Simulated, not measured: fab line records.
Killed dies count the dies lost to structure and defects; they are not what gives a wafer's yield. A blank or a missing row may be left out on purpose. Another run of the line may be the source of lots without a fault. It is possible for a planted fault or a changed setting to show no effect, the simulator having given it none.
Split-lot experiment || flow rit cmos || 23 wafers read across 5 lots, on a route 202 steps long

THE SPLIT ITSELF
At RIT_M1_EXPOSE_06 (exposes mask M12, target cd 2600 nm), the setting dose mj was moved away from the recipe's 250 on 8 of the 23 wafers read, by -5.9% to +2.8%. This setting was run at the recipe's value on the other wafers.

FROM THE SPLIT TO THE READING: what the file shows between them, 7 steps
- RIT_M1_PEB_07
- RIT_M1_DEVELOP_08: develop time 68 s
- RIT_M1_CD_MEAS_09: target cd 2600 nm
- RIT_M1_HARDBAKE_11: time 120 s
- RIT_M1_METAL_ETCH_12: etches Al in Cl2/BCl3, stops on SiO2, time 165 s, target depth 600 nm
- RIT_M1_STRIP_13: strips in nmp, time 600 s (also split here: time s)
- RIT_M1_STRIP_14: strips in O2, time 180 s

THE READING
Shown in nm: cd nm at RIT_M1_CD_MEAS_90, with target cd 2600 nm. Fault-free wafers of this fab line usually give 2599 nm, standard deviation 3.5 nm.

{"wafer": "L078.1", "tool, chamber at the split": "iline stepper-02, 0", "dose mj as run": 256.9, "against the recipe": "+2.8%", "cd nm, nm": 2588, "against lot-mates on the recipe": -12}
{"wafer": "L078.2", "tool, chamber at the split": "iline stepper-02, 0", "dose mj as run": 250, "against the recipe": "recipe", "cd nm, nm": 2602, "against lot-mates on the recipe": "-"}
{"wafer": "L078.3", "tool, chamber at the split": "iline stepper-02, 0", "dose mj as run": 250, "against the recipe": "recipe", "cd nm, nm": 2597, "against lot-mates on the recipe": "-"}
{"wafer": "L078.5", "tool, chamber at the split": "iline stepper-02, 0", "dose mj as run": 250, "against the recipe": "recipe", "cd nm, nm": 2600, "against lot-mates on the recipe": "-"}
{"wafer": "L078.6", "tool, chamber at the split": "iline stepper-02, 0", "dose mj as run": 256.9, "against the recipe": "+2.8%", "cd nm, nm": 2593, "against lot-mates on the recipe": -7}
{"wafer": "L080.1", "tool, chamber at the split": "iline stepper-01, 0", "dose mj as run": 250, "against the recipe": "recipe", "cd nm, nm": 2595, "against lot-mates on the recipe": "-"}
{"wafer": "L080.5", "tool, chamber at the split": "iline stepper-01, 0", "dose mj as run": 250, "against the recipe": "recipe", "cd nm, nm": 2601, "against lot-mates on the recipe": "-"}
{"wafer": "L080.6", "tool, chamber at the split": "iline stepper-01, 0", "dose mj as run": 250, "against the recipe": "recipe", "cd nm, nm": 2595, "against lot-mates on the recipe": "-"}
{"wafer": "L081.1", "tool, chamber at the split": "iline stepper-02, 0", "dose mj as run": 250, "against the recipe": "recipe", "cd nm, nm": 2598, "against lot-mates on the recipe": "-"}
{"wafer": "L081.2", "tool, chamber at the split": "iline stepper-02, 0", "dose mj as run": 250, "against the recipe": "recipe", "cd nm, nm": 2600, "against lot-mates on the recipe": "-"}
{"wafer": "L081.4", "tool, chamber at the split": "iline stepper-02, 0", "dose mj as run": 250, "against the recipe": "recipe", "cd nm, nm": 2597, "against lot-mates on the recipe": "-"}
{"wafer": "L081.5", "tool, chamber at the split": "iline stepper-02, 0", "dose mj as run": 235.3, "against the recipe": "-5.9%", "cd nm, nm": 2614, "against lot-mates on the recipe": "+16"}
{"wafer": "L081.6", "tool, chamber at the split": "iline stepper-02, 0", "dose mj as run": 235.3, "against the recipe": "-5.9%", "cd nm, nm": 2616, "against lot-mates on the recipe": "+18"}
{"wafer": "L084.1", "tool, chamber at the split": "iline stepper-02, 0", "dose mj as run": 250, "against the recipe": "recipe", "cd nm, nm": 2603, "against lot-mates on the recipe": "-"}
{"wafer": "L084.2", "tool, chamber at the split": "iline stepper-02, 0", "dose mj as run": 242.8, "against the recipe": "-2.9%", "cd nm, nm": 2618, "against lot-mates on the recipe": "+14"}
{"wafer": "L084.3", "tool, chamber at the split": "iline stepper-02, 0", "dose mj as run": 242.8, "against the recipe": "-2.9%", "cd nm, nm": 2619, "against lot-mates on the recipe": "+15"}
{"wafer": "L084.4", "tool, chamber at the split": "iline stepper-02, 0", "dose mj as run": 250, "against the recipe": "recipe", "cd nm, nm": 2603, "against lot-mates on the recipe": "-"}
{"wafer": "L084.5", "tool, chamber at the split": "iline stepper-02, 0", "dose mj as run": 250, "against the recipe": "recipe", "cd nm, nm": 2607, "against lot-mates on the recipe": "-"}
{"wafer": "L085.1", "tool, chamber at the split": "iline stepper-02, 0", "dose mj as run": 250, "against the recipe": "recipe", "cd nm, nm": 2595, "against lot-mates on the recipe": "-"}
{"wafer": "L085.2", "tool, chamber at the split": "iline stepper-02, 0", "dose mj as run": 250, "against the recipe": "recipe", "cd nm, nm": 2594, "against lot-mates on the recipe": "-"}
{"wafer": "L085.4", "tool, chamber at the split": "iline stepper-02, 0", "dose mj as run": 241.8, "against the recipe": "-3.3%", "cd nm, nm": 2604, "against lot-mates on the recipe": "+9"}
{"wafer": "L085.5", "tool, chamber at the split": "iline stepper-02, 0", "dose mj as run": 241.8, "against the recipe": "-3.3%", "cd nm, nm": 2603, "against lot-mates on the recipe": "+8"}
{"wafer": "L085.6", "tool, chamber at the split": "iline stepper-02, 0", "dose mj as run": 250, "against the recipe": "recipe", "cd nm, nm": 2595, "against lot-mates on the recipe": "-"}

FIT RESULTS
A straight line over all 23 wafers: cd nm changes by -3.06 nm for each +1% of dose mj; r = -0.81; the points scatter about the line by 5 nm.
The same after taking each lot's own level away (the mean of its wafers on the recipe; 23 wafers): -3.13 nm for each +1%; r = -0.94; scatter 2.5 nm.
On that fit, the largest move of dose mj shifts the reading by 18 nm.
Measured against the standard deviation above, the lots' own levels, which go from 2594.7 to 2604.3 nm, span 2.8 times it.
Consequently the slope shifts little with the lot-to-lot level, the two slopes agreeing.
Check: +19.7 nm against its lot-mates is what the line predicts for one of the wafers moved furthest among these (-5.9%) when that wafer is left out of the fit. It came out at +15.7 nm against them.

ADDITIONAL SPLITS CARRIED BY THESE WAFERS
Before the reading, these wafers also passed through other splits. Each is held against what the fit with the lots' levels taken away leaves over:
{"other split on the same wafers": "RIT_PSD_IMPLANT_08 dose cm2", "wafers away from the commonest value": 5, "r with cd nm (lot level and that fit taken away)": -0.12}
{"other split on the same wafers": "RIT_SILICIDE_SPUTTER_01 chamber pressure pa", "wafers away from the commonest value": 10, "r with cd nm (lot level and that fit taken away)": -0.10}
{"other split on the same wafers": "RIT_CONTACT_CVD_00 time s", "wafers away from the commonest value": 7, "r with cd nm (lot level and that fit taken away)": -0.01}
{"other split on the same wafers": "RIT_M1_STRIP_13 time s", "wafers away from the commonest value": 18, "r with cd nm (lot level and that fit taken away)": -0.37}

THE WHOLE CHAIN: every reading that the file lists as answering this split, in the file's order
{"step": "RIT_M1_CD_MEAS_09", "what it does": "target cd 2600 nm", "reading": "cd nm", "change (the file's fit)": "-2.86 nm for each +1% of the setting", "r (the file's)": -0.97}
{"step": "RIT_M1_METAL_ETCH_12", "what it does": "etches Al in Cl2/BCl3, stops on SiO2, time 165 s, target depth 600 nm", "reading": "M1.cd nm (the simulator's own value, which no gauge read)", "change (the file's fit)": "-3.15 nm for each +1% of the setting", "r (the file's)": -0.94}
{"step": "RIT_M1_CD_MEAS_90", "what it does": "target cd 2600 nm", "reading": "cd nm", "change (the file's fit)": "-3.15 nm for each +1% of the setting", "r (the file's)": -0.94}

THE FILE'S OWN FIT
cd nm changes by -3.15 nm for each +1% of dose mj, r = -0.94.
